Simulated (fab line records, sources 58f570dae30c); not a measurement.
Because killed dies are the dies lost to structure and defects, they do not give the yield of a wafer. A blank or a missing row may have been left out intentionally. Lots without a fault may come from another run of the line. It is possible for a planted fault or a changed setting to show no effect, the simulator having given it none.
Which of the tools did it? :: flow berkeley_cmos170 :: Sampling: 7 lots, 21 wafers, 2 of 331 route steps

WHAT THE GAUGES SHOWED, per wafer
UCB170_PFIELD_OVL_MEAS_06.
lot: L347
measured: day 5 21:34
on: overlay-01
PFIELD_OVL (nm): -17 -13 -7

lot: L352
measured: day 6 05:02
on: overlay-02
PFIELD_OVL (nm): 3 6 1

lot: L353
measured: day 6 22:22
on: overlay-02
PFIELD_OVL (nm): -3 1 -2

lot: L357
measured: day 7 10:27
on: overlay-02
PFIELD_OVL (nm): -5 1 -5

lot: L362
measured: day 7 18:58
on: overlay-02
PFIELD_OVL (nm): 4 2 -6

lot: L367
measured: day 9 08:46
on: overlay-02
PFIELD_OVL (nm): -2 -4 -13

TOOL THAT RAN EACH LOT (tool first, then ch and the chambers of the sampled wafers, then the start)
lot: L347
UCB170_ZERO_STRIP_07: plasma_asher-02 ch 0,1, day 2 07:25

lot: L352
UCB170_ZERO_STRIP_07: plasma_asher-02 ch 0,1, day 3 00:56

lot: L353
UCB170_ZERO_STRIP_07: plasma_asher-01 ch 0,1, day 3 12:17

lot: L357
UCB170_ZERO_STRIP_07: plasma_asher-01 ch 0,1, day 4 12:44

lot: L360
UCB170_ZERO_STRIP_07: plasma_asher-02 ch 1, day 4 17:26

lot: L362
UCB170_ZERO_STRIP_07: plasma_asher-03 ch 0,1, day 5 05:44

lot: L367
UCB170_ZERO_STRIP_07: plasma_asher-01 ch 0,1, day 6 04:30
- UCB170_ZERO_STRIP_07: strips in O2.

THE ANSWER, worked out from the rows above alone
Rule: what is usual is taken from the lots themselves. The widest of any qualifying gaps counts: lots, ordered by their means at a reading, are off when they make up no more than a third of the lots, leave a main group of 4 or more, and stand apart from it by 3 or more times the standard deviation of that group's means. If all means in a main group match to the digits the tables above print for the reading, that group is not used. A lot without any number at a reading at which 4 lots or more have one is off too. All remaining lots with rows at the step are treated as sound.
No lot is off on any of the readings shown, so nothing can be concluded from this.

WHAT THE SIMULATOR HAD PUT IN
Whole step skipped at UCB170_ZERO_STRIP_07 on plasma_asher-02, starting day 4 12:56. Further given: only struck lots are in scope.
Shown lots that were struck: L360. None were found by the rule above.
